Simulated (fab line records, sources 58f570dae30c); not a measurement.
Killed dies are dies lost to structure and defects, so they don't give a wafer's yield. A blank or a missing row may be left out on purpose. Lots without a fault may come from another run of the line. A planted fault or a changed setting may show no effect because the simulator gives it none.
Problem report in the 8D (eight disciplines) form, filled by code | flow berkeley_cmos170 | the parts of the form that need people (team, actions taken, sign-off) are left out

1. THE PROBLEM
dose_ions_cm2 at UCB170_NWELL_IMPLANT_14 reads a mean of 1.0345e+13 on 6 wafers of 2 lots; wafers without a fault read 1.0002e+13 with a standard deviation of 1.1e+10. That is +31 standard deviations from the usual mean.
First seen on wafer L427.1, day 3 04:56, on implanter-03. The record holds 42 wafers of 14 lots with a number at this step. Rule for "out", or "out of limits": more than 4 standard deviations from the usual mean. The other wafers with a number count as sound.

2. WHAT IT IS AND WHAT IT IS NOT
question                    | is                     | is not
which readings at this step | dose_ions_cm2          | -
which lots                  | L427, L431             | L425, L426, L428, L429, L435, L436, L439, L443, L444, L445, L446, L447
which wafers of those lots  | all that have a number | -
read on which tools         | implanter-03           | implanter-01, implanter-02
when                        | from day 3 04:56       | up to then (6 sound wafers); but 30 sound wafers of L428, L429, L435, L436, L439, L443, L444, L445, L446, L447 came after

3. SUSPECTS, AND WHAT RULES EACH OUT
Counting: a tool at a process step up to the reading stays a suspect if it ran every lot that is out and no sound lot after the first of them.
- implanter-03 at UCB170_NWELL_IMPLANT_14: ruled out as a lasting fault. Sound lots L446 ran on it after its first lot that is out, L427 (day 3 04:56).
Left after counting: nothing in the record.

4. THE CAUSE (what the simulator had put in)
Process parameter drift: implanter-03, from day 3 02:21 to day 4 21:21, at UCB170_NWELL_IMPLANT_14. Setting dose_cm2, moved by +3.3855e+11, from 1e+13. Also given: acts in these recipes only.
Counting ruled it out, wrongly.

5. THE CHAIN OF EFFECTS, in route order
Each row: a reading whose mean over the struck wafers that have a number lies more than 3 standard deviations from the usual. Only readings for which the record gives a usual standard deviation are gone through. hours: the time from each lot's start at the first step in this table that gives one to its start at this step, as a median over the lots. sigmas: the change in usual standard deviations.
hours | step                    | reading       | usual      | on struck wafers | change      | sigmas
0     | UCB170_NWELL_IMPLANT_14 | dose_ions_cm2 | 1.0002e+13 | 1.0345e+13       | +3.4283e+11 | +31
The process steps in it:
- UCB170_NWELL_IMPLANT_14

6. WHAT WOULD HAVE CAUGHT IT SOONER
In this record the first reading out of limits was taken at day 3 04:56, 3 hours after the fault began at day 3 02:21.
